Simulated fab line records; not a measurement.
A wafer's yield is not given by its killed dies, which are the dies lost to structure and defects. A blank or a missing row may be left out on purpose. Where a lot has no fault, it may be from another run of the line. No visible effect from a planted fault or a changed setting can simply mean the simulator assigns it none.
fab line records :: flow rit-cmos :: part 2 of 2: steps 41 to 44 of 44
[record]
  lots = 7
  wafers = 21
  last-day = 7
route steps=202 shown ACTIVE@11 FOX1@20 FOX2@23 NWELL@28 PWELL@39 WELLDRIVE@50 M1@202
lots untouched by any fault: they come from a run of this same line in which no faults occurred
start-h: hours from the record's first day to the start of the lot's first wafer shown :: wait-h: how many hours have passed since the lot's step before this one :: " unchanged from the row above :: L1.1+2: a single row standing in for several wafers :: - no value present, or no start provided :: * or withheld: withheld :: < > ~ a bound
route shown NAME@n: names a module that has steps shown in the file, with the first one's number in the route :: usual: mean/standard deviation taken from wafers without a fault :: same: alike in all rows :: chamber/n: place in a boat :: sites: each site's reading :: _std_site: the values' standard deviation :: _edge_site: mean of outer sites minus mean of inner sites :: radius-mm: how far each site lies from the wafer's centre :: mask NAME#n: copy n :: behind: the most recent tool/chamber to have shaped the wafer :: hold: what put the lot on hold/how long, in hours/how the hold closed :: device: the n, p or np transistor that did not switch :: end of line: tests of these same wafers at the route's end :: a step given without rows: its recipe and nothing more :: killed: the dies lost at the first sort to structure and to defects; this is not the yield of the wafer :: map: a wafer's dies, x killed, . not, _ none there
set.NAME: the run value of the setting; set.NAME@STEP: its run value at that earlier step :: model.NAME: the simulator's own value behind a step, which no gauge read
lots at selected steps of the route; one table per step, one row per wafer
services: a tool's chamber out of use, with start hour (start-h, from the record's first day; less than 0 if before it), hours out, and reason
[[steps]]
[step RIT_WELLDRIVE_RS_MEAS_01]
[recipe]
  thk-meas-gauge = four-point-probe
[usual]
  NWELL_RS = 275.3/0.73
lot.wafer: L177.2
tool: film-metro-03
chamber: -
start-h: 47.72
wait-h: 0.0
NWELL_RS[ohm/sq]: 277.4

lot.wafer: L177.5
tool: film-metro-03
chamber: -
start-h: 47.72
wait-h: 0.0
NWELL_RS[ohm/sq]: 276.5

lot.wafer: L177.6
tool: film-metro-03
chamber: -
start-h: 47.72
wait-h: 0.0
NWELL_RS[ohm/sq]: 277.3

lot.wafer: L178.1
tool: film-metro-02
chamber: -
start-h: 51.56
wait-h: 0.0
NWELL_RS[ohm/sq]: 275.8

lot.wafer: L178.5
tool: film-metro-02
chamber: -
start-h: 51.56
wait-h: 0.0
NWELL_RS[ohm/sq]: 275.5

lot.wafer: L178.6
tool: film-metro-02
chamber: -
start-h: 51.56
wait-h: 0.0
NWELL_RS[ohm/sq]: 275.8

lot.wafer: L179.2
tool: film-metro-04
chamber: -
start-h: 56.67
wait-h: 0.0
NWELL_RS[ohm/sq]: 275.1

lot.wafer: L179.4
tool: film-metro-04
chamber: -
start-h: 56.67
wait-h: 0.0
NWELL_RS[ohm/sq]: 275.5

lot.wafer: L179.6
tool: film-metro-04
chamber: -
start-h: 56.67
wait-h: 0.0
NWELL_RS[ohm/sq]: 274.7

lot.wafer: L183.2
tool: film-metro-04
chamber: -
start-h: 72.54
wait-h: 0.0
NWELL_RS[ohm/sq]: 274.0

lot.wafer: L183.4
tool: film-metro-04
chamber: -
start-h: 72.54
wait-h: 0.0
NWELL_RS[ohm/sq]: 274.3

lot.wafer: L183.6
tool: film-metro-04
chamber: -
start-h: 72.54
wait-h: 0.0
NWELL_RS[ohm/sq]: 274.4

lot.wafer: L187.1
tool: film-metro-04
chamber: -
start-h: 93.16
wait-h: 0.0
NWELL_RS[ohm/sq]: 274.9

lot.wafer: L187.4
tool: film-metro-04
chamber: -
start-h: 93.16
wait-h: 0.0
NWELL_RS[ohm/sq]: 274.8

lot.wafer: L187.6
tool: film-metro-04
chamber: -
start-h: 93.16
wait-h: 0.0
NWELL_RS[ohm/sq]: 275.1

lot.wafer: L190.2
tool: film-metro-04
chamber: -
start-h: 104.02
wait-h: 0.0
NWELL_RS[ohm/sq]: 274.9

lot.wafer: L190.4
tool: film-metro-04
chamber: -
start-h: 104.02
wait-h: 0.0
NWELL_RS[ohm/sq]: 275.5

lot.wafer: L190.6
tool: film-metro-04
chamber: -
start-h: 104.02
wait-h: 0.0
NWELL_RS[ohm/sq]: 275.8

lot.wafer: L197.1
tool: film-metro-04
chamber: -
start-h: 138.79
wait-h: 0.0
NWELL_RS[ohm/sq]: 275.5

lot.wafer: L197.3
tool: film-metro-04
chamber: -
start-h: 138.79
wait-h: 0.0
NWELL_RS[ohm/sq]: 274.9

lot.wafer: L197.4
tool: film-metro-04
chamber: -
start-h: 138.79
wait-h: 0.0
NWELL_RS[ohm/sq]: 274.8
[step RIT_WELLDRIVE_RS_MEAS_02]
[recipe]
  thk-meas-gauge = four-point-probe
[usual]
  PWELL_RS = 428.9/1
lot.wafer: L177.2
tool: film-metro-03
chamber: -
start-h: 47.84
wait-h: 0.1
PWELL_RS[ohm/sq]: 430.4

lot.wafer: L177.5
tool: film-metro-03
chamber: -
start-h: 47.84
wait-h: 0.1
PWELL_RS[ohm/sq]: 428.5

lot.wafer: L177.6
tool: film-metro-03
chamber: -
start-h: 47.84
wait-h: 0.1
PWELL_RS[ohm/sq]: 430.0

lot.wafer: L178.1
tool: film-metro-02
chamber: -
start-h: 51.68
wait-h: 0.1
PWELL_RS[ohm/sq]: 428.2

lot.wafer: L178.5
tool: film-metro-02
chamber: -
start-h: 51.68
wait-h: 0.1
PWELL_RS[ohm/sq]: 426.8

lot.wafer: L178.6
tool: film-metro-02
chamber: -
start-h: 51.68
wait-h: 0.1
PWELL_RS[ohm/sq]: 428.4

lot.wafer: L179.2
tool: film-metro-04
chamber: -
start-h: 56.79
wait-h: 0.1
PWELL_RS[ohm/sq]: 428.9

lot.wafer: L179.4
tool: film-metro-04
chamber: -
start-h: 56.79
wait-h: 0.1
PWELL_RS[ohm/sq]: 428.3

lot.wafer: L179.6
tool: film-metro-04
chamber: -
start-h: 56.79
wait-h: 0.1
PWELL_RS[ohm/sq]: 427.8

lot.wafer: L183.2
tool: film-metro-04
chamber: -
start-h: 72.66
wait-h: 0.1
PWELL_RS[ohm/sq]: 428.5

lot.wafer: L183.4
tool: film-metro-04
chamber: -
start-h: 72.66
wait-h: 0.1
PWELL_RS[ohm/sq]: 426.9

lot.wafer: L183.6
tool: film-metro-04
chamber: -
start-h: 72.66
wait-h: 0.1
PWELL_RS[ohm/sq]: 428.2

lot.wafer: L187.1
tool: film-metro-04
chamber: -
start-h: 93.28
wait-h: 0.1
PWELL_RS[ohm/sq]: 428.3

lot.wafer: L187.4
tool: film-metro-04
chamber: -
start-h: 93.28
wait-h: 0.1
PWELL_RS[ohm/sq]: 428.8

lot.wafer: L187.6
tool: film-metro-04
chamber: -
start-h: 93.28
wait-h: 0.1
PWELL_RS[ohm/sq]: 430.0

lot.wafer: L190.2
tool: film-metro-04
chamber: -
start-h: 104.14
wait-h: 0.1
PWELL_RS[ohm/sq]: 429.8

lot.wafer: L190.4
tool: film-metro-04
chamber: -
start-h: 104.14
wait-h: 0.1
PWELL_RS[ohm/sq]: 429.7

lot.wafer: L190.6
tool: film-metro-04
chamber: -
start-h: 104.14
wait-h: 0.1
PWELL_RS[ohm/sq]: 428.8

lot.wafer: L197.1
tool: film-metro-04
chamber: -
start-h: 138.91
wait-h: 0.1
PWELL_RS[ohm/sq]: 429.9

lot.wafer: L197.3
tool: film-metro-04
chamber: -
start-h: 138.91
wait-h: 0.1
PWELL_RS[ohm/sq]: 430.9

lot.wafer: L197.4
tool: film-metro-04
chamber: -
start-h: 138.91
wait-h: 0.1
PWELL_RS[ohm/sq]: 430.1
[step RIT_FOX2_THK_MEAS_91]
[recipe]
  reads = SiO2_of_FOX2_OXIDATION_00
[usual]
  FIELD_OXIDE_LEFT_2_THK = 253/6
lot.wafer: L177.2
tool: film-metro-01
chamber: -
start-h: 52.09
wait-h: 0.0
FIELD_OXIDE_LEFT_2_THK[nm]: 420

lot.wafer: L177.5
tool: film-metro-01
chamber: -
start-h: 52.09
wait-h: 0.0
FIELD_OXIDE_LEFT_2_THK[nm]: 426

lot.wafer: L177.6
tool: film-metro-01
chamber: -
start-h: 52.09
wait-h: 0.0
FIELD_OXIDE_LEFT_2_THK[nm]: 425

lot.wafer: L178.1
tool: film-metro-04
chamber: -
start-h: 55.32
wait-h: 0.0
FIELD_OXIDE_LEFT_2_THK[nm]: 248

lot.wafer: L178.5
tool: film-metro-04
chamber: -
start-h: 55.32
wait-h: 0.0
FIELD_OXIDE_LEFT_2_THK[nm]: 254

lot.wafer: L178.6
tool: film-metro-04
chamber: -
start-h: 55.32
wait-h: 0.0
FIELD_OXIDE_LEFT_2_THK[nm]: 257

lot.wafer: L179.2
tool: film-metro-01
chamber: -
start-h: 60.41
wait-h: 0.0
FIELD_OXIDE_LEFT_2_THK[nm]: 267

lot.wafer: L179.4
tool: film-metro-01
chamber: -
start-h: 60.41
wait-h: 0.0
FIELD_OXIDE_LEFT_2_THK[nm]: 261

lot.wafer: L179.6
tool: film-metro-01
chamber: -
start-h: 60.41
wait-h: 0.0
FIELD_OXIDE_LEFT_2_THK[nm]: 261

lot.wafer: L183.2
tool: film-metro-04
chamber: -
start-h: 76.94
wait-h: 0.0
FIELD_OXIDE_LEFT_2_THK[nm]: 429

lot.wafer: L183.4
tool: film-metro-04
chamber: -
start-h: 76.94
wait-h: 0.0
FIELD_OXIDE_LEFT_2_THK[nm]: 421

lot.wafer: L183.6
tool: film-metro-04
chamber: -
start-h: 76.94
wait-h: 0.0
FIELD_OXIDE_LEFT_2_THK[nm]: 421

lot.wafer: L187.1
tool: film-metro-04
chamber: -
start-h: 98.19
wait-h: 0.0
FIELD_OXIDE_LEFT_2_THK[nm]: 434

lot.wafer: L187.4
tool: film-metro-04
chamber: -
start-h: 98.19
wait-h: 0.0
FIELD_OXIDE_LEFT_2_THK[nm]: 433

lot.wafer: L187.6
tool: film-metro-04
chamber: -
start-h: 98.19
wait-h: 0.0
FIELD_OXIDE_LEFT_2_THK[nm]: 431

lot.wafer: L190.2
tool: film-metro-01
chamber: -
start-h: 107.94
wait-h: 0.0
FIELD_OXIDE_LEFT_2_THK[nm]: 252

lot.wafer: L190.4
tool: film-metro-01
chamber: -
start-h: 107.94
wait-h: 0.0
FIELD_OXIDE_LEFT_2_THK[nm]: 248

lot.wafer: L190.6
tool: film-metro-01
chamber: -
start-h: 107.94
wait-h: 0.0
FIELD_OXIDE_LEFT_2_THK[nm]: 256

lot.wafer: L197.1
tool: film-metro-01
chamber: -
start-h: 142.56
wait-h: 0.0
FIELD_OXIDE_LEFT_2_THK[nm]: 266

lot.wafer: L197.3
tool: film-metro-01
chamber: -
start-h: 142.56
wait-h: 0.0
FIELD_OXIDE_LEFT_2_THK[nm]: 259

lot.wafer: L197.4
tool: film-metro-01
chamber: -
start-h: 142.56
wait-h: 0.0
FIELD_OXIDE_LEFT_2_THK[nm]: 262
[step RIT_M1_PROBE_99]
[usual]
  killed-at-front-end = 7/3
  killed-dies = 8/3
  killed-open = 3.7/2
  killed-short = 3.8/2.1
[same]
  gross-dies = 264
  killed_at_M0_to_M3 = 0
  killed_at_M4_up = 0
  killed-at-back-side = 0
  killed-at-contacts = 0
  killed-at-other = 0
lot.wafer: L178.1
tool: prober-02
chamber: -
start-h: 81.45
wait-h: 0.1
killed-at-front-end: 7
killed-dies: 7
killed-open: 1
killed-short: 6

lot.wafer: L178.5
tool: prober-02
chamber: -
start-h: 81.65
wait-h: 0.2
killed-at-front-end: 9
killed-dies: 9
killed-open: 3
killed-short: 6

lot.wafer: L178.6
tool: prober-02
chamber: -
start-h: 81.70
wait-h: 0.2
killed-at-front-end: 7
killed-dies: 7
killed-open: 3
killed-short: 4

lot.wafer: L177.2
tool: prober-01
chamber: -
start-h: 83.75
wait-h: 0.1
killed-at-front-end: 4
killed-dies: 4
killed-open: 1
killed-short: 3

lot.wafer: L177.5
tool: prober-01
chamber: -
start-h: 83.90
wait-h: 0.2
killed-at-front-end: 17
killed-dies: 17
killed-open: 9
killed-short: 8

lot.wafer: L177.6
tool: prober-01
chamber: -
start-h: 83.95
wait-h: 0.2
killed-at-front-end: 7
killed-dies: 7
killed-open: 2
killed-short: 5

lot.wafer: L179.2
tool: prober-01
chamber: -
start-h: 86.18
wait-h: 0.1
killed-at-front-end: 4
killed-dies: 4
killed-open: 1
killed-short: 3

lot.wafer: L179.4
tool: prober-01
chamber: -
start-h: 86.28
wait-h: 0.2
killed-at-front-end: 3
killed-dies: 3
killed-open: 2
killed-short: 1

lot.wafer: L179.6
tool: prober-01
chamber: -
start-h: 86.38
wait-h: 0.2
killed-at-front-end: 5
killed-dies: 5
killed-open: 2
killed-short: 2

lot.wafer: L187.1
tool: prober-01
chamber: -
start-h: 126.93
wait-h: 0.1
killed-at-front-end: 6
killed-dies: 6
killed-open: 3
killed-short: 3

lot.wafer: L187.4
tool: prober-01
chamber: -
start-h: 127.08
wait-h: 0.2
killed-at-front-end: 9
killed-dies: 9
killed-open: 4
killed-short: 5

lot.wafer: L187.6
tool: prober-01
chamber: -
start-h: 127.18
wait-h: 0.2
killed-at-front-end: 15
killed-dies: 15
killed-open: 7
killed-short: 8

lot.wafer: L190.2
tool: prober-02
chamber: -
start-h: 133.87
wait-h: 0.1
killed-at-front-end: 8
killed-dies: 8
killed-open: 3
killed-short: 5

lot.wafer: L190.4
tool: prober-02
chamber: -
start-h: 133.97
wait-h: 0.2
killed-at-front-end: 5
killed-dies: 5
killed-open: 3
killed-short: 2

lot.wafer: L190.6
tool: prober-02
chamber: -
start-h: 134.07
wait-h: 0.2
killed-at-front-end: 2
killed-dies: 2
killed-open: 0
killed-short: 2

lot.wafer: L197.1
tool: prober-01
chamber: -
start-h: 166.93
wait-h: 0.1
killed-at-front-end: 6
killed-dies: 6
killed-open: 4
killed-short: 2

lot.wafer: L197.3
tool: prober-01
chamber: -
start-h: 167.03
wait-h: 0.2
killed-at-front-end: 10
killed-dies: 10
killed-open: 5
killed-short: 5

lot.wafer: L197.4
tool: prober-01
chamber: -
start-h: 167.08
wait-h: 0.2
killed-at-front-end: 7
killed-dies: 7
killed-open: 4
killed-short: 3
// killed by level:class
L178.1 FOX1:geometric-particle:short=4 FOX1:geometric-particle:open=1 GATE:geometric-particle:short=1 REOX:geometric-particle:short=1
L178.5 FOX1:geometric-particle:short=3 FOX1:geometric-particle:open=2 ACTIVE:geometric-particle:short=1 GATE:geometric-particle:short=1 REOX:geometric-particle:open=1 REOX:geometric-particle:short=1
L178.6 GATE:geometric-particle:short=3 SILICIDE:geometric-particle:open=2 GATE:geometric-particle:open=1 SILICIDE:geometric-particle:short=1
L177.2 GATE:geometric-particle:short=1 GATE:geometric-particle:open=1 SPACER:geometric-particle:short=1 SILICIDE:geometric-particle:short=1
L177.5 GATE:geometric-particle:open=4 REOX:geometric-particle:short=3 SPACER:geometric-particle:short=3 REOX:geometric-particle:open=2 SPACER:geometric-particle:open=2 FOX2:geometric-particle:short=1 SILICIDE:geometric-particle:open=1 SILICIDE:geometric-particle:short=1
L177.6 GATE:geometric-particle:short=2 FOX1:geometric-particle:short=1 FOX2:geometric-particle:short=1 REOX:geometric-particle:open=1 SPACER:geometric-particle:short=1 SPACER:geometric-particle:open=1
L179.2 SPACER:geometric-particle:short=2 ACTIVE:geometric-particle:open=1 FOX1:geometric-particle:short=1
L179.4 SPACER:geometric-particle:open=2 REOX:geometric-particle:short=1
L179.6 GATE:geometric-particle:open=2 FOX1:geometric-particle:short=1 SPACER:geometric-particle:short=1 NLDD:coat-microbubble-printed=1
L187.1 FOX2:geometric-particle:short=1 GATE:geometric-particle:short=1 GATE:geometric-particle:open=1 REOX:geometric-particle:open=1 SPACER:geometric-particle:short=1 SPACER:geometric-particle:open=1
L187.4 GATE:geometric-particle:short=4 REOX:geometric-particle:open=2 FOX2:geometric-particle:open=1 FOX2:geometric-particle:short=1 GATE:geometric-particle:open=1
L187.6 GATE:geometric-particle:open=3 REOX:geometric-particle:open=3 FOX2:geometric-particle:short=2 GATE:geometric-particle:short=2 SPACER:geometric-particle:short=2 FOX1:geometric-particle:short=1 FOX2:geometric-particle:open=1 REOX:geometric-particle:short=1
L190.2 GATE:geometric-particle:short=3 GATE:geometric-particle:open=2 REOX:geometric-particle:short=2 SILICIDE:geometric-particle:open=1
L190.4 GATE:geometric-particle:short=1 GATE:geometric-particle:open=1 REOX:geometric-particle:open=1 SPACER:geometric-particle:open=1 SPACER:geometric-particle:short=1
L190.6 GATE:geometric-particle:short=1 SPACER:geometric-particle:short=1
L197.1 FOX1:geometric-particle:short=1 FOX1:geometric-particle:open=1 FOX2:geometric-particle:open=1 GATE:geometric-particle:short=1 GATE:geometric-particle:open=1 SILICIDE:geometric-particle:open=1
L197.3 FOX1:geometric-particle:open=3 GATE:geometric-particle:short=3 SPACER:geometric-particle:open=2 FOX1:geometric-particle:short=1 SPACER:geometric-particle:short=1
L197.4 FOX2:geometric-particle:open=3 REOX:geometric-particle:short=2 ACTIVE:geometric-particle:open=1 FOX2:geometric-particle:short=1
[[services]]
tool: furnace-03
chamber: -
start-h: 18.15
hours: 3.1
kind: pm

tool: furnace-04
chamber: -
start-h: 18.27
hours: 11.7
kind: repair

tool: wet-bench-02
chamber: -
start-h: 23.84
hours: 0.6
kind: repair

tool: furnace-01
chamber: -
start-h: 32.21
hours: 3.5
kind: pm

tool: furnace-01
chamber: -
start-h: 35.69
hours: 2.8
kind: pm

tool: rie-diel-03
chamber: 0
start-h: 36.34
hours: 12.2
kind: repair

tool: furnace-04
chamber: -
start-h: 43.49
hours: 3.2
kind: pm

tool: furnace-04
chamber: -
start-h: 46.68
hours: 3.0
kind: pm

tool: rie-diel-01
chamber: 3
start-h: 48.77
hours: 5.7
kind: repair

tool: plasma-asher-03
chamber: -
start-h: 53.22
hours: 1.4
kind: repair

tool: rie-diel-01
chamber: 3
start-h: 54.52
hours: 7.7
kind: repair

tool: rie-diel-02
chamber: -
start-h: 69.61
hours: 0.8
kind: repair

tool: rie-diel-01
chamber: 2
start-h: 71.12
hours: 4.4
kind: repair

tool: rie-diel-01
chamber: 0
start-h: 74.13
hours: 4.8
kind: repair

tool: rie-diel-03
chamber: -
start-h: 82.63
hours: 1.3
kind: repair

tool: rie-diel-03
chamber: -
start-h: 92.45
hours: 0.4
kind: repair

tool: plasma-asher-01
chamber: -
start-h: 108.75
hours: 9.0
kind: pm

tool: plasma-asher-01
chamber: 0
start-h: 108.75
hours: 9.0
kind: vent-cycle

tool: plasma-asher-01
chamber: 1
start-h: 108.75
hours: 9.0
kind: vent-cycle

tool: rie-diel-02
chamber: 2
start-h: 111.94
hours: 8.3
kind: repair

tool: plasma-asher-01
chamber: 0
start-h: 117.75
hours: -
kind: clean

tool: plasma-asher-01
chamber: 1
start-h: 117.75
hours: -
kind: clean

tool: rie-diel-03
chamber: 0
start-h: 126.46
hours: 5.0
kind: repair

tool: rie-diel-03
chamber: 2
start-h: 130.14
hours: 9.4
kind: repair
[[key]]
[first-sign]
  step = RIT_FOX2_OXIDATION_00
  reading = visit
  direction = added
[effect]
  step = RIT_FOX2_THK_MEAS_01
  reading = FOX2_OXIDE_THK
  direction = up
  sigmas = 30
  usual = 349
  struck = 522
[effect]
  step = RIT_FOX2_THK_MEAS_90
  reading = FIELD_OXIDE_LEFT_1_THK
  direction = up
  sigmas = 30
  usual = 322
  struck = 495
[effect]
  step = RIT_FOX2_THK_MEAS_91
  reading = FIELD_OXIDE_LEFT_2_THK
  direction = up
  sigmas = 29
  usual = 253
  struck = 426
[model-effect]
  step = RIT_FOX2_CLEAN_02
  value = SiO2_of_FOX2_OXIDATION_00.thk-nm
  without = 331.7
  struck = 505.2
[model-effect]
  step = RIT_FOX2_WET_ETCH_03
  value = SiO2_of_FOX2_OXIDATION_00.thk-nm
  without = 321.2
  struck = 494.8
met-at RIT_FOX2_OXIDATION_00
struck-wafers L177.2,L177.5,L177.6,L183.2,L183.4,L183.6,L187.1,L187.4,L187.6
rows-end L183.2,L183.4,L183.6
tester-left-out L177,L187
[fault]
  kind = repeated-step-whole
  tool = furnace-01,furnace-03,furnace-04
  chamber = -
  onset-h = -
  steps = RIT_FOX2_OXIDATION_00
  times = 1
  scope = struck-lots-only
// tester-left-out: of these lots the tester's yield and bins aren't shown, on N5 and GAA mostly nor the transistor test; their killed dies are dies lost to structure and defects alone, not to doping, threshold or leakage, so they don't give the yield
// rows-end: these wafers met a further fault down the route, and their rows from its step on are left out
